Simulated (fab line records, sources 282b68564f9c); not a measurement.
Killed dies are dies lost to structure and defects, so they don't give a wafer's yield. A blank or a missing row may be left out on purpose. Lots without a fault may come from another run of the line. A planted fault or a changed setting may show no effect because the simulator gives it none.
A struck lot beside a sound one | flow rit_cmos | 28 steps out of a route of 202
Sound: wafers L585.1, L585.2, L585.5. Struck: wafers L592.1, L592.3, L592.4. The cause comes at the end.
At each step with rows: each side's tool, then ch and its chambers, then its first start. Under that, the readings that differ: sound wafers | struck wafers | difference of the means | sigmas: that difference in standard deviations of wafers without a fault.
alike: readings whose means differ by less than 2 such deviations, and words and numbers that are the same on both sides. not compared: withheld readings, readings that some wafer has no value for, bounds like >300 that may hide the same value, and numbers for which the record gives no deviation and whose values overlap.
The two part at a step that has a row with sigmas, a row that says differs or no value, or rows on one side only. Numbers that don't overlap but have no deviation are shown without sigmas and don't part them. A reading that every wafer of one side lacks parts them only if that side has two wafers or more.

RIT_ACTIVE_BOW_MEAS_00:
  sound on film_metro-02, day 2 21:00; struck on film_metro-04, day 4 08:00
  alike: INCOMING_BOW
RIT_ACTIVE_OXIDATION_01: target thk 46.8 nm, ox time 3360 s.
  sound on furnace-03 ch 0, day 2 22:14; struck on furnace-01 ch 0, day 4 08:21
  reading                                       | sound                | struck               | difference | sigmas
  spike_tc_centre_C (C)                         | 1001.6 1001.4 1002.0 | 979.1 976.7 977.1    | -24.0      | -22
  spike_tc_load_C (C)                           | 1022 1021 1021       | 1003 1003 998        | -20        | -6
  spike_tc_source_C (C)                         | 1030.6 1031.0 1029.0 | 1000.2 998.5 999.2   | -30.9      | -11
  tube_center_temp_C (C)                        | 1000.1 999.86 1000.1 | 975.01 974.87 974.98 | -25.07     | -99 or more
  tube_center_temp_C_max                        | 1003.0 1002.5 1001.8 | 977.8 976.6 977.0    | -25.3      | -67
  model.SiO2_of_ACTIVE_OXIDATION_01.thk_nm (nm) | 45.7 45.8 45.17      | 37.07 38.48 37.83    | -7.76      |
  alike: zone_power_centre_pct
RIT_ACTIVE_THK_MEAS_02:
  sound on film_metro-02, day 3 00:10; struck on film_metro-01, day 4 10:17
  reading               | sound          | struck         | difference | sigmas
  ACTIVE_OXIDE_THK (nm) | 45.7 45.8 45.1 | 37.1 38.5 37.8 | -7.7       | -6
then, 1 step without rows for these wafers: RIT_ACTIVE_CVD_03 (deposits Si3N4 from SiH2Cl2/NH3, target thk 150 nm, time 1500 s).
RIT_ACTIVE_THK_MEAS_04:
  sound on film_metro-04, day 3 01:38; struck on film_metro-04, day 4 11:46
  alike: ACTIVE_NITRIDE_THK
then, 6 steps without rows for these wafers: RIT_ACTIVE_HMDS_05 (prime time 61.54 s); RIT_ACTIVE_COAT_06 (resist thk 1000 nm); RIT_ACTIVE_SOFTBAKE_07 (time 60 s); RIT_ACTIVE_EXPOSE_08 (exposes mask M1, target cd 1400 nm); RIT_ACTIVE_PEB_09; RIT_ACTIVE_DEVELOP_10 (develop time 50 s).
RIT_ACTIVE_CD_MEAS_11: target cd 1400 nm.
  sound on cd_sem-02, day 3 02:42; struck on cd_sem-02, day 4 12:47
  reading    | sound                | struck               | difference | sigmas
  cd_nm (nm) | 1405.6 1402.4 1404.8 | 1401.1 1398.5 1401.2 | -4.0       | -2
then, 1 step without rows for these wafers: RIT_ACTIVE_HARDBAKE_12 (time 60 s).
RIT_ACTIVE_ETCH_13: etches Si3N4 in SF6, stops on SiO2, time 210 s, target depth 210 nm.
  sound on rie_diel-03 ch 0,1,2, day 3 02:58; struck on rie_diel-04 ch 1,2,3, day 4 13:04
  alike: drypump_motor_current_A, oes_product_au, throttle_valve_pct
  not compared: rf_hours_counter_h
RIT_ACTIVE_STRIP_14: strips in O2, time 180 s.
  sound on plasma_asher-03 ch 0,1, day 3 03:06; struck on plasma_asher-04 ch 0,1, day 4 13:12
  alike: drypump_motor_current_A, rf_refl_power_W
  not compared: rf_hours_counter_h
RIT_ACTIVE_CD_MEAS_90: target cd 1400 nm.
  sound on cd_sem-02, day 3 03:16; struck on cd_sem-02, day 4 13:22
  reading    | sound                | struck               | difference | sigmas
  cd_nm (nm) | 1405.7 1402.8 1404.2 | 1401.0 1399.0 1401.1 | -3.9       | -2
then, 4 steps without rows for these wafers: RIT_ACTIVE_CLEAN_15 (cleans in SC1, time 600 s); RIT_ACTIVE_CLEAN_16 (cleans in dHF, time 30 s); RIT_ACTIVE_CLEAN_17 (cleans in SC2, time 600 s); RIT_FOX1_OXIDATION_00 (target thk 350.7 nm, ox time 1130 s).
RIT_FOX1_THK_MEAS_01:
  sound on film_metro-03, day 3 05:07; struck on film_metro-03, day 4 15:49
  alike: FOX1_OXIDE_THK
then, 2 steps without rows for these wafers: RIT_FOX1_WET_ETCH_02 (etches SiO2 in BOE, target depth 350 nm, time 390 s); RIT_FOX2_OXIDATION_00 (target thk 350.7 nm, ox time 1130 s).
RIT_FOX2_THK_MEAS_01:
  sound on film_metro-03, day 3 06:37; struck on film_metro-03, day 4 17:58
  alike: FOX2_OXIDE_THK
then, 1 step without rows for these wafers: RIT_FOX2_CLEAN_02 (cleans in dHF, time 176.3 s).
RIT_FOX2_WET_ETCH_03: etches Si3N4 in H3PO4, target depth 195 nm, time 2700 s.
  sound on wet_bench-02 ch 1, day 3 06:44; struck on wet_bench-03 ch 0, day 4 18:05
  reading                                       | sound             | struck           | difference | sigmas
  model.SiO2_of_ACTIVE_OXIDATION_01.thk_nm (nm) | 40.45 40.56 38.92 | 32.94 34.2 33.63 | -6.39      |
  alike: bath_guard_temp_C, bath_heat_duty_pct
RIT_FOX2_THK_MEAS_90:
  sound on film_metro-03, day 3 07:29; struck on film_metro-02, day 4 18:51
  alike: FIELD_OXIDE_LEFT_1_THK
RIT_M1_PROBE_99:
  sound on prober-02, day 4 21:53; struck on prober-01, day 6 08:22
  reading                             | sound             | struck            | difference | sigmas
  killed_at_M0_to_M3                  | 1 1 1             | 0 0 0             | -1         | -5
  model.etest.nldd.width_nm (nm)      | 3196 3178 3186    | 3281 3266 3266    | +84        |
  model.etest.pldd.width_nm (nm)      | 3202 3191 3185    | 3296 3261 3290    | +90        |
  model.etest.pplus_sal.width_nm (nm) | 3446 3432 3436    | 3484 3488 3526    | +61        |
  model.etest.nplus_sal.width_nm (nm) | 3457 3443 3447    | 3467 3500 3557    | +59        |
  model.etest.nmos_narrow.drive_ua_um | 234.8 232.1 235.7 | 255.7 259.5 263.7 | +25.4      |
  model.etest.pmos_narrow.drive_ua_um | 103.8 101.5 104   | 109.5 109.2 112.3 | +7.2       |
  alike: killed_at_contacts, killed_at_front_end, killed_dies, killed_on_rim, killed_open, killed_short
  not compared: model.etest.iso_nwell_nwell.lateral_log10_a_um

WHERE THEY PART
First at RIT_ACTIVE_OXIDATION_01; last, within this record, at RIT_M1_PROBE_99.

WHY: what the simulator had put in
Process parameter drift: furnace-01, from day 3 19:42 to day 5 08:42, at RIT_ACTIVE_OXIDATION_01. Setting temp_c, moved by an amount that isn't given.
